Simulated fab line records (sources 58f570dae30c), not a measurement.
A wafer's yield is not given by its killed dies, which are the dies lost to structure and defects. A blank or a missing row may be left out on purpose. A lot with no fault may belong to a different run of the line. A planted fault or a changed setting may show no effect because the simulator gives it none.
What tool caused it? + flow berkeleyCmos170 + at 1 step of a route of 331, 7 lots with 21 wafers sampled

== WHAT THE GAUGES SHOWED, per wafer ==
UCB170_CONTACT_THK_MEAS_02.
| lot  | measured     | on           | CONTACT_PSG_THK (nm) |
|------|--------------|--------------|----------------------|
| L973 | day 8 06:11  | filmMetro-04 | 700 705 705          |
| L976 | day 8 23:44  | filmMetro-03 | 707 699 702          |
| L980 | day 9 22:28  | filmMetro-03 | 707 700 707          |
| L985 | day 11 04:02 | filmMetro-01 | 696 695 695          |
| L990 | day 11 16:17 | filmMetro-04 | 699 703 701          |
| L991 | day 12 01:26 | filmMetro-04 | 705 701 702          |
| L992 | day 12 18:09 | filmMetro-03 | 698 695 702          |

== EACH LOT AND THE TOOL THAT RAN IT (in order: tool; ch and the chambers of the sampled wafers; start) ==
Record: no process step prior to these readings.

== THE ANSWER, worked out from the rows above alone ==
Rule: what is usual is taken from the lots themselves. The widest of any qualifying gaps counts: lots, ordered by their means at a reading, are off when they make up no more than a third of the lots, leave a main group of 4 or more, and stand apart from it by 3 or more times the standard deviation of that group's means. A main group is skipped when, at the precision printed for the reading in the tables above, its means are all equal. A lot without any number at a reading at which 4 lots or more have one is off too. The other lots that the step has rows for count as sound.
Across all readings shown, no lot is off: no conclusion can be drawn from this.

== WHAT THE SIMULATOR HAD INSERTED ==
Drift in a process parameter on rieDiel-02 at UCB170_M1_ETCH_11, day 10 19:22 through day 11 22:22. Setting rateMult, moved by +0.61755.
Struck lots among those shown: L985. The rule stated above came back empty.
